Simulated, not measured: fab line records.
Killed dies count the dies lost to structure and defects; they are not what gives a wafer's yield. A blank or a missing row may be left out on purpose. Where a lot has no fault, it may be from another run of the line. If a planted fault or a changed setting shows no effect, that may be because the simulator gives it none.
A lot that was struck, set against a sound lot / flow rit_cmos / 17 out of 202 route steps
Sound: wafers L217.1, L217.2, L217.5. Wafers struck: L221.2, L221.4, L221.5. The cause is named last.
At each step with rows: each side's tool, then ch and its chambers, then its first start. Under that, the readings that differ: sound wafers / struck wafers / difference of the means / sigmas: that difference in standard deviations of wafers without a fault.
alike: readings whose means differ by less than 2 such deviations, and words and numbers that are the same on both sides. not compared: withheld readings, readings that some wafer has no value for, bounds like >300 that may hide the same value, and numbers for which the record gives no deviation and whose values overlap.
The two part at a step that has a row with sigmas, a row that says differs or no value, or rows on one side only. Numbers that don't overlap but have no deviation are shown without sigmas and don't part them. A reading missing from all wafers of one side parts the sides only when that side holds two or more wafers.

first, 1 step without rows for these wafers: RIT_PRETRO_DEVELOP_05 (develop time 68 s).
RIT_PRETRO_OVL_MEAS_06:
  sound on overlay-02, day 4 19:41; struck on overlay-01, day 5 13:16
  alike: PRETRO_OVL
then, 2 steps without rows for these wafers: RIT_PRETRO_HARDBAKE_07 (time 120 s); RIT_PRETRO_IMPLANT_08.
RIT_PRETRO_STRIP_09: strips in O2, time 180 s.
  sound on plasma_asher-02 ch 0,1, day 4 20:07; struck on plasma_asher-04 ch 0,1, day 5 13:41
reading=drypump_motor_current_A (A); sound=5.3 5.8 5.4; struck=6.3 6.7 6.7; difference=+1.1; sigmas=+2
  not compared: rf_hours_counter_h
RIT_PRETRO_TW_MEAS_10:
  sound on film_metro-02, day 4 20:17; struck on film_metro-02, day 5 13:53
  alike: PRETRO_TW
then, 5 steps without rows for these wafers: RIT_GATE_WET_ETCH_00 (etches SiO2 in BOE, target depth 56 nm, time 60 s); RIT_GATE_CLEAN_01 (cleans in SC1, time 600 s); RIT_GATE_CLEAN_02 (cleans in dHF, time 30 s); RIT_GATE_CLEAN_03 (cleans in SC2, time 600 s); RIT_GATE_CLEAN_04 (cleans in dHF, time 60 s).
RIT_FOX2_THK_MEAS_91:
  sound on film_metro-01, day 4 20:46; struck on film_metro-02, day 5 14:21
  alike: FIELD_OXIDE_LEFT_2_THK
RIT_GATE_OXIDATION_05: target thk 3 nm, ox time 270 s.
  sound on furnace-04 ch 0, day 4 21:29; struck on furnace-03 ch 0, day 5 16:01
reading=model.SiO2_of_GATE_OXIDATION_05.thk_nm (nm); sound=3 3.092 3.042; struck=4.932 4.925 4.89; difference=+1.871; sigmas=
then, 1 step without rows for these wafers: RIT_GATE_ANNEAL_06 (time 600 s).
RIT_GATE_THK_MEAS_07:
  sound on film_metro-01, day 4 22:50; struck on film_metro-01, day 5 18:21
reading=GATE_OXIDE_THK (nm); sound=2.94 3.09 3.08; struck=4.94 4.93 4.92; difference=+1.89; sigmas=+30
then, 1 step without rows for these wafers: RIT_GATE_CVD_08 (deposits poly-Si from SiH4, target thk 250 nm, time 2220 s).
RIT_M1_PROBE_99:
  sound on prober-02, day 5 22:49; struck on prober-02, day 6 17:37
reading=model.etest.pmos_0p3.r_on_ohm_um; sound=6328 6553 6424; struck=9908 1.003e+04 9992; difference=+3542; sigmas=
reading=model.etest.pmos_turned.r_on_ohm_um; sound=3536 3593 3548; struck=4708 4794 4696; difference=+1174; sigmas=
reading=model.etest.nmos_0p3.r_on_ohm_um; sound=2185 2238 2195; struck=3296 3288 3310; difference=+1092; sigmas=
reading=model.etest.pmos_0p15.r_on_ohm_um; sound=2844 2876 2834; struck=3798 3898 3826; difference=+989; sigmas=
reading=model.etest.nmos_0p15.r_on_ohm_um; sound=1163 1179 1174; struck=1403 1437 1418; difference=+247; sigmas=
reading=model.etest.nmos_0p15.drive_ua_um; sound=459.4 458.6 464.2; struck=296.6 291.9 297.8; difference=-165.3; sigmas=
reading=model.etest.nmos_narrow.drive_ua_um; sound=230.6 219.7 226.5; struck=95.61 94.55 97.12; difference=-129.84; sigmas=
reading=model.etest.nmos_0p3.drive_ua_um; sound=227.6 219.8 223.5; struck=102.9 101.9 102.9; difference=-121.1; sigmas=
  alike: killed_at_front_end, killed_dies, killed_open, killed_short

== WHERE THEY PART ==
Last at RIT_GATE_THK_MEAS_07 as far as this record goes, first at RIT_PRETRO_STRIP_09. Later steps at which nothing parts them and some readings are alike: RIT_M1_PROBE_99.

WHY: what had been put in by the simulator
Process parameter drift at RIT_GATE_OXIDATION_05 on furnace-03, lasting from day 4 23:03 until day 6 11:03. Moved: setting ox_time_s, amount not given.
